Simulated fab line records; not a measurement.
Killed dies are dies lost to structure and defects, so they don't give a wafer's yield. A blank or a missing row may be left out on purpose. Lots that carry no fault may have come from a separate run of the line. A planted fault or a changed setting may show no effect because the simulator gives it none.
Problem report, 8D (eight disciplines) form, completed by code    flow ritCmos    the parts of the form that need people (team, actions taken, sign-off) are left out

== 1. PROBLEM STATEMENT ==
Across 4 wafers from 2 lots, SILICIDE_TI_RS at RIT_SILICIDE_RS_MEAS_02 averages 39.3 ohm/sq, while fault-free wafers read 47.9 ohm/sq with a standard deviation of 0.58. Measured from the usual mean, that is -15 standard deviations.
The step: measures by four-point-probe.
The first sign was on wafer L111.3 at day 5 04:24, on filmMetro-04. Wafers with a number at this step in the record: 18, from 6 lots. By rule, "out" or "out of limits" means more than 4 standard deviations away from the usual mean. Any other wafer with a number is counted as sound.

== 2. WHAT THIS IS AND IS NOT ==
question                     is                              is not
which readings at this step  SILICIDE_TI_RS                  -
which lots                   L111, L113                      L105, L108, L118, L119
which wafers of those lots   L111.3, L111.5, L113.2, L113.6  L111.6, L113.3
read on which gauges         filmMetro-04                    filmMetro-01
when                         from day 5 04:24                up to then (7 sound wafers); but 7 sound wafers of L113, L118, L119 came after

== 3. THE SUSPECTS, EACH WITH WHAT RULES IT OUT ==
Counting: a tool at a process step up to the reading stays a suspect if it ran every lot that is out. Sound lots after the first of them don't rule it out here, since some wafers of a struck lot are sound.
- the gauge at RIT_SILICIDE_RS_MEAS_02: kept. All the wafers that are out were read on filmMetro-04, and no step on other tools shows them out.
- plasmaAsher-01 at RIT_PSD_STRIP_09 (strips in O2, time 180 s): kept. Ran every lot that is out, first one L111 (day 5 03:07); last sound lot up to then L105 (day 3 18:30).
- rtpAnneal-02 at RIT_SDANNEAL_RTA_03 (time 5 s): kept. Ran every lot that is out, first one L111 (day 5 03:41); last sound lot up to then L105 (day 3 19:06).
- pvdSputter-02 at RIT_SILICIDE_SPUTTER_01 (material Ti, target thk 30 nm, time 240 s): kept. Ran every lot that is out, first one L111 (day 5 04:13); last sound lot up to then L108 (day 4 08:54).
Left after counting: plasmaAsher-01 at RIT_PSD_STRIP_09, rtpAnneal-02 at RIT_SDANNEAL_RTA_03, pvdSputter-02 at RIT_SILICIDE_SPUTTER_01, filmMetro-04 at RIT_SILICIDE_RS_MEAS_02.

== 4. THE CAUSE (what the simulator had put in) ==
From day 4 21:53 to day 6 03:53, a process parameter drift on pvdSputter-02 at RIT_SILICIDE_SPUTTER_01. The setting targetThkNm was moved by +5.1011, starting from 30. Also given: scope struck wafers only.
Counting leaves 4 suspects; this tool is one of them.

== 5. SEQUENCE OF EFFECTS, ordered by route ==
One row per reading whose mean, taken over the struck wafers that have a number, lies over 3 standard deviations from the usual. Only readings for which the record gives a usual standard deviation are gone through. hours: the time from each lot's start at the first step in this table that gives one to its start at this step, as a median over the lots. sigmas: the change in usual standard deviations.
hours  step                      reading          usual        on struck wafers  change  sigmas
0      RIT_SILICIDE_RS_MEAS_02   SILICIDE_TI_RS   47.9 ohm/sq  39.3              -8.6    -15
0      RIT_SILICIDE_THK_MEAS_03  SILICIDE_TI_THK  30.6 nm      35.9              +5.3    +16

== 6. HOW IT WOULD HAVE BEEN CAUGHT EARLIER ==
In this record the first reading out of limits at a measuring or inspecting step was taken at day 5 04:24, 7 hours after the fault began at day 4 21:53.
No tool reading at RIT_SILICIDE_SPUTTER_01 that has a usual standard deviation in the record was out on any struck wafer, so an alarm limit of 4 standard deviations on those readings would not have fired.
L113, from the lots that are out (2), started RIT_SILICIDE_SPUTTER_01 on pvdSputter-02 later than day 5 04:24. Had the tool been put on hold then, it would have been spared.
